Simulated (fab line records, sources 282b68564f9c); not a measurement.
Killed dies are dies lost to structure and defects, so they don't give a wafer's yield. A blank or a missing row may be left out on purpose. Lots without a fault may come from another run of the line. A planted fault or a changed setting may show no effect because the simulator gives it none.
A struck lot beside a sound one | flow rit_cmos | 15 steps out of a route of 202
Sound: wafers L450.2, L450.3, L450.5. Struck: wafers L459.1, L459.5, L459.6. The cause comes at the end.
At each step with rows: each side's tool, then ch and its chambers, then its first start. Under that, the readings that differ: sound wafers | struck wafers | difference of the means | sigmas: that difference in standard deviations of wafers without a fault.
alike: readings whose means differ by less than 2 such deviations, and words and numbers that are the same on both sides. not compared: withheld readings, readings that some wafer has no value for, bounds like >300 that may hide the same value, and numbers for which the record gives no deviation and whose values overlap.
The two part at a step that has a row with sigmas, a row that says differs or no value, or rows on one side only. Numbers that don't overlap but have no deviation are shown without sigmas and don't part them. A reading that every wafer of one side lacks parts them only if that side has two wafers or more.

first, 2 steps without rows for these wafers: RIT_NSD_PEB_04; RIT_NSD_DEVELOP_05 (develop time 50 s).
RIT_NSD_OVL_MEAS_06:
  sound on overlay-02, day 4 01:07; struck on overlay-02, day 5 18:02
  alike: NSD_OVL
then, 2 steps without rows for these wafers: RIT_NSD_HARDBAKE_07 (time 60 s); RIT_NSD_IMPLANT_08.
RIT_NSD_STRIP_09: strips in O2, time 180 s.
  sound on plasma_asher-03 ch 0,1, day 4 01:27; struck on plasma_asher-04 ch 0,1, day 5 18:23
  reading                     | sound       | struck      | difference | sigmas
  drypump_motor_current_A (A) | 5.1 5.2 5.1 | 6.9 5.8 6.8 | +1.4       | +2
  not compared: rf_hours_counter_h
RIT_NSD_TW_MEAS_10:
  sound on film_metro-04, day 4 01:38; struck on film_metro-03, day 5 18:33
  reading | sound          | struck         | difference | sigmas
  NSD_TW  | 3169 3172 3167 | 3118 3116 3115 | -53        | -2
then, 5 steps without rows for these wafers: RIT_PSD_HMDS_00 (prime time 60 s); RIT_PSD_COAT_01 (resist thk 1000 nm); RIT_PSD_SOFTBAKE_02 (time 60 s); RIT_PSD_EXPOSE_03 (exposes mask M10, target cd 40900 nm); RIT_PSD_PEB_04.
RIT_PSD_DEVELOP_05: develop time 50 s.
  sound on litho_track-01 ch 0, day 4 02:00; struck on litho_track-01 ch 0, day 5 19:00
  reading              | sound             | struck            | difference | sigmas
  developer_temp_C (C) | 22.82 22.82 22.92 | 23.89 23.86 23.87 | +1.02      | +8
RIT_PSD_OVL_MEAS_06:
  sound on overlay-02, day 4 02:32; struck on overlay-01, day 5 19:41
  alike: PSD_OVL
RIT_M1_PROBE_99:
  sound on prober-02, day 4 11:01; struck on prober-01, day 6 04:37
  alike: killed_at_contacts, killed_at_front_end, killed_dies, killed_open, killed_short

WHERE THEY PART
First at RIT_NSD_STRIP_09; last, within this record, at RIT_PSD_DEVELOP_05. Later steps at which nothing parts them and some readings are alike: RIT_PSD_OVL_MEAS_06, RIT_M1_PROBE_99.

WHY: what the simulator had put in
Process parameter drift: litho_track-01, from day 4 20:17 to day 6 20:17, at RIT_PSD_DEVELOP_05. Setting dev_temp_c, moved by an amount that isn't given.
